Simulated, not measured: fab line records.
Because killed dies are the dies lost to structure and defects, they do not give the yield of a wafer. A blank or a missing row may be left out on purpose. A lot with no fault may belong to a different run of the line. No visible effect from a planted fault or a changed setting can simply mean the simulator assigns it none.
fab line records || flow ritCmos
record {"lots": 14, "wafers": 42, "lastDay": 7}
route steps=202 shown FOX2@26
lots that met no fault: taken from a fault-free run of the same line
startH: start of the lot's first displayed wafer, in hours after the record's first day || waitH: how many hours have passed since the lot's step before this one || " the same as in the row above || L1.1+2: a row that stands for several wafers || - value missing, or start not given || * or withheld: withheld || < > ~ a bound
route shown NAME@n: names a module that has steps shown in the file, with the first one's number in the route || usual: average and standard deviation across the fault-free wafers || same: alike in all rows || chamber/n: place in a boat || sites: each site's reading || _std_site: standard deviation of those values || _edge_site: mean of outer sites minus mean of inner sites || radiusMm: for every site, how far away it sits from the centre of the wafer || mask NAME#n: copy n || behind: the most recent tool/chamber to have shaped the wafer || hold: why the lot went on hold/how many hours it stayed there/how the hold came to an end || device: transistor that didn't switch, given as n, p or np || end of line: the tests these same wafers got at the end of their route || a step given without rows: its recipe and nothing more || killed: dies lost to structure and defects at the first sort, not the wafer's yield || map: a wafer's dies, marking killed ones x, the rest . and places with no die _
set.NAME: the run value of the setting; set.NAME@STEP: its run value at that earlier step || model.NAME: the simulator's own value behind a step, which no gauge read
a sample of lots followed through the steps of the route, with each step as a table and each wafer as a row
## steps
# step RIT_FOX2_WET_ETCH_03
# recipe {"chemistry": "H3PO4", "target": "Si3N4", "targetDepthNm": 195, "tempC": 165, "timeS": 2700}
# usual {"bathGuardTempC": "165.0/0.59", "bathHeatDutyPct": "29/3.5"}
{"lot.wafer": "L421.2", "tool": "wetBench-01", "chamber": 1, "startH": 19.17, "waitH": 0.0, "bathGuardTempC": 166.2, "bathHeatDutyPct": 26}
{"lot.wafer": "L421.3", "tool": "wetBench-01", "chamber": 1, "startH": 19.17, "waitH": 0.0, "bathGuardTempC": 166.2, "bathHeatDutyPct": 28}
{"lot.wafer": "L421.4", "tool": "wetBench-01", "chamber": 1, "startH": 19.17, "waitH": 0.0, "bathGuardTempC": 166.1, "bathHeatDutyPct": 25}
{"lot.wafer": "L422.1", "tool": "wetBench-04", "chamber": 1, "startH": 23.60, "waitH": 0.0, "bathGuardTempC": 164.9, "bathHeatDutyPct": 31}
{"lot.wafer": "L422.2", "tool": "wetBench-04", "chamber": 1, "startH": 23.60, "waitH": 0.0, "bathGuardTempC": 165.0, "bathHeatDutyPct": 32}
{"lot.wafer": "L422.5", "tool": "wetBench-04", "chamber": 1, "startH": 23.60, "waitH": 0.0, "bathGuardTempC": 164.9, "bathHeatDutyPct": 33}
{"lot.wafer": "L424.1", "tool": "wetBench-02", "chamber": 3, "startH": 33.80, "waitH": 0.0, "bathGuardTempC": 165.0, "bathHeatDutyPct": 21}
{"lot.wafer": "L424.2", "tool": "wetBench-02", "chamber": 3, "startH": 33.80, "waitH": 0.0, "bathGuardTempC": 164.6, "bathHeatDutyPct": 22}
{"lot.wafer": "L424.3", "tool": "wetBench-02", "chamber": 3, "startH": 33.80, "waitH": 0.0, "bathGuardTempC": 164.9, "bathHeatDutyPct": 21}
{"lot.wafer": "L426.1", "tool": "wetBench-04", "chamber": 3, "startH": 47.52, "waitH": 0.0, "bathGuardTempC": 165.6, "bathHeatDutyPct": 21}
{"lot.wafer": "L426.2", "tool": "wetBench-04", "chamber": 3, "startH": 47.52, "waitH": 0.0, "bathGuardTempC": 166.2, "bathHeatDutyPct": 22}
{"lot.wafer": "L426.3", "tool": "wetBench-04", "chamber": 3, "startH": 47.52, "waitH": 0.0, "bathGuardTempC": 166.4, "bathHeatDutyPct": 22}
{"lot.wafer": "L427.2", "tool": "wetBench-02", "chamber": 2, "startH": 50.02, "waitH": 0.0, "bathGuardTempC": 164.8, "bathHeatDutyPct": 24}
{"lot.wafer": "L427.3", "tool": "wetBench-02", "chamber": 2, "startH": 50.02, "waitH": 0.0, "bathGuardTempC": 164.9, "bathHeatDutyPct": 24}
{"lot.wafer": "L427.6", "tool": "wetBench-02", "chamber": 2, "startH": 50.02, "waitH": 0.0, "bathGuardTempC": 165.0, "bathHeatDutyPct": 25}
{"lot.wafer": "L434.1", "tool": "wetBench-04", "chamber": 1, "startH": 83.98, "waitH": 0.0, "bathGuardTempC": "-", "bathHeatDutyPct": "-"}
{"lot.wafer": "L434.4", "tool": "wetBench-04", "chamber": 1, "startH": 83.98, "waitH": 0.0, "bathGuardTempC": "-", "bathHeatDutyPct": "-"}
{"lot.wafer": "L434.6", "tool": "wetBench-04", "chamber": 1, "startH": 83.98, "waitH": 0.0, "bathGuardTempC": "-", "bathHeatDutyPct": "-"}
{"lot.wafer": "L435.1", "tool": "wetBench-02", "chamber": 1, "startH": 88.58, "waitH": 0.0, "bathGuardTempC": "-", "bathHeatDutyPct": "-"}
{"lot.wafer": "L435.4", "tool": "wetBench-02", "chamber": 1, "startH": 88.58, "waitH": 0.0, "bathGuardTempC": "-", "bathHeatDutyPct": "-"}
{"lot.wafer": "L435.5", "tool": "wetBench-02", "chamber": 1, "startH": 88.58, "waitH": 0.0, "bathGuardTempC": "-", "bathHeatDutyPct": "-"}
{"lot.wafer": "L438.1", "tool": "wetBench-04", "chamber": 1, "startH": 106.50, "waitH": 0.0, "bathGuardTempC": 164.6, "bathHeatDutyPct": 32}
{"lot.wafer": "L438.3", "tool": "wetBench-04", "chamber": 1, "startH": 106.50, "waitH": 0.0, "bathGuardTempC": 165.3, "bathHeatDutyPct": 32}
{"lot.wafer": "L438.5", "tool": "wetBench-04", "chamber": 1, "startH": 106.50, "waitH": 0.0, "bathGuardTempC": 165.0, "bathHeatDutyPct": 32}
{"lot.wafer": "L439.3", "tool": "wetBench-02", "chamber": 1, "startH": 110.72, "waitH": 0.0, "bathGuardTempC": 165.8, "bathHeatDutyPct": 26}
{"lot.wafer": "L439.4", "tool": "wetBench-02", "chamber": 1, "startH": 110.72, "waitH": 0.0, "bathGuardTempC": 165.5, "bathHeatDutyPct": 28}
{"lot.wafer": "L439.6", "tool": "wetBench-02", "chamber": 1, "startH": 110.72, "waitH": 0.0, "bathGuardTempC": 165.7, "bathHeatDutyPct": 27}
{"lot.wafer": "L440.1", "tool": "wetBench-01", "chamber": 3, "startH": 114.86, "waitH": 0.0, "bathGuardTempC": 164.7, "bathHeatDutyPct": 30}
{"lot.wafer": "L440.2", "tool": "wetBench-01", "chamber": 3, "startH": 114.86, "waitH": 0.0, "bathGuardTempC": 164.7, "bathHeatDutyPct": 32}
{"lot.wafer": "L440.6", "tool": "wetBench-01", "chamber": 3, "startH": 114.86, "waitH": 0.0, "bathGuardTempC": 164.7, "bathHeatDutyPct": 30}
{"lot.wafer": "L441.3", "tool": "wetBench-04", "chamber": 0, "startH": 120.26, "waitH": 0.0, "bathGuardTempC": 164.4, "bathHeatDutyPct": 31}
{"lot.wafer": "L441.4", "tool": "wetBench-04", "chamber": 0, "startH": 120.26, "waitH": 0.0, "bathGuardTempC": 164.6, "bathHeatDutyPct": 28}
{"lot.wafer": "L441.6", "tool": "wetBench-04", "chamber": 0, "startH": 120.26, "waitH": 0.0, "bathGuardTempC": 164.8, "bathHeatDutyPct": 32}
{"lot.wafer": "L442.3", "tool": "wetBench-01", "chamber": 2, "startH": 123.78, "waitH": 0.0, "bathGuardTempC": 164.4, "bathHeatDutyPct": 30}
{"lot.wafer": "L442.5", "tool": "wetBench-01", "chamber": 2, "startH": 123.78, "waitH": 0.0, "bathGuardTempC": 164.3, "bathHeatDutyPct": 33}
{"lot.wafer": "L442.6", "tool": "wetBench-01", "chamber": 2, "startH": 123.78, "waitH": 0.0, "bathGuardTempC": 164.4, "bathHeatDutyPct": 31}
{"lot.wafer": "L443.1", "tool": "wetBench-01", "chamber": 3, "startH": 129.43, "waitH": 0.0, "bathGuardTempC": 164.8, "bathHeatDutyPct": 28}
{"lot.wafer": "L443.2", "tool": "wetBench-01", "chamber": 3, "startH": 129.43, "waitH": 0.0, "bathGuardTempC": 164.7, "bathHeatDutyPct": 30}
{"lot.wafer": "L443.6", "tool": "wetBench-01", "chamber": 3, "startH": 129.43, "waitH": 0.0, "bathGuardTempC": 164.5, "bathHeatDutyPct": 30}
{"lot.wafer": "L444.1", "tool": "wetBench-01", "chamber": 0, "startH": 136.43, "waitH": 0.0, "bathGuardTempC": 165.4, "bathHeatDutyPct": 32}
{"lot.wafer": "L444.3", "tool": "wetBench-01", "chamber": 0, "startH": 136.43, "waitH": 0.0, "bathGuardTempC": 165.5, "bathHeatDutyPct": 30}
{"lot.wafer": "L444.4", "tool": "wetBench-01", "chamber": 0, "startH": 136.43, "waitH": 0.0, "bathGuardTempC": 165.4, "bathHeatDutyPct": 32}
## key
firstSign {"step": "RIT_FOX2_WET_ETCH_03", "reading": "toolRecord", "direction": "missing"}
effect none on later readings
metAt RIT_FOX2_WET_ETCH_03
struckLots L434,L435
laterRowsLeftOut L434.1,L434.4,L434.6,L435.1,L435.4,L435.5
sortLeftOut L434.1,L434.4,L434.6,L435.1,L435.4,L435.5
testerLeftOut L434,L435
onsetBetween 50.02 83.98
fault {"kind": "skippedStepWhole", "tool": "wetBench-02,wetBench-04", "chamber": "-", "onsetH": 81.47, "steps": "RIT_FOX2_WET_ETCH_03", "scope": "struckLotsOnly"}
# testerLeftOut: of these lots the tester's yield and bins aren't shown, on N5 and GAA mostly nor the transistor test; their killed dies are dies lost to structure and defects alone, not to doping, threshold or leakage, so they don't give the yield
# sortLeftOut: the simulated sort isn't trusted on such a fault, so these wafers' sort isn't shown, and their yield isn't known
# laterRowsLeftOut: the simulator's readings of these wafers behind a module that went badly wrong aren't trusted and aren't shown, but for the sort
